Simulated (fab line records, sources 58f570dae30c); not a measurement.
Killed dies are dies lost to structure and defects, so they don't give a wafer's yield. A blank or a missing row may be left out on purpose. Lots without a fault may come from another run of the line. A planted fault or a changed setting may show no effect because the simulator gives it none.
One fault seen from 2 desks | flow berkeley_cmos170 | each desk has only its own numbers; what lay behind them comes last

THE METROLOGY DESK
What the gauges read, lot by lot, whatever tool the lot ran on: means of the sampled wafers that have a number. A lot is out of limits, marked OUT, if its mean lies more than 4 standard deviations from the usual mean; the brackets give that distance.
Columns: A = M3_AL_RS at UCB170_M3_RS_MEAS_02, usual 0.0321 ohm/sq; B = M3_OVL at UCB170_M3_OVL_MEAS_16, usual -3 nm
lot  | first seen here | A      | B
L944 | day 7 07:53     | 0.0323 | -11
L946 | day 7 18:10     | 0.0323 | -10
L945 | day 7 19:12     | 0.0320 | -3
L948 | day 7 19:38     | 0.0324 | 2
L949 | day 7 23:43     | 0.0321 | -1
L947 | day 8 00:01     | 0.0321 | -3
L953 | day 9 14:28     | 0.0320 | -1
L952 | day 9 16:10     | 0.0325 | -6
L966 | day 12 11:59    | 0.0322 | -5
L965 | day 12 13:03    | 0.0321 | -1
L967 | day 13 13:02    | 0.0320 | -4
This desk's finding: nothing out of limits on any of the 11 lots.

THE TOOL OWNER'S DESK: lpcvd-01
The tool's own readings at UCB170_GATE_CVD_04 (deposits poly-Si from SiH4, time 1440 s, target thk 214 nm): means of the sampled wafers that have a number, for each lot that ran on this tool. A lot is out of limits, marked OUT, if its mean lies more than 4 standard deviations from the usual mean; the brackets give that distance.
Columns: A = susceptor_temp_C at UCB170_GATE_CVD_04, usual 610.0 C; B = zone_power_load_pct at UCB170_GATE_CVD_04, usual 11.2 %
lot  | first seen here | A     | B
L944 | day 5 22:15     | 610.0 | 10.5
L952 | day 7 23:39     | 609.7 | 11.9
L953 | day 7 23:39     | 610.0 | 11.9
L967 | day 11 17:25    | 609.9 | 11.8
This desk's finding: nothing out of limits on any of the 4 lots.

PUT TOGETHER
The metrology desk saw nothing out of limits.
The tool owner's desk saw nothing out of limits.

WHAT THE SIMULATOR HAD PUT IN
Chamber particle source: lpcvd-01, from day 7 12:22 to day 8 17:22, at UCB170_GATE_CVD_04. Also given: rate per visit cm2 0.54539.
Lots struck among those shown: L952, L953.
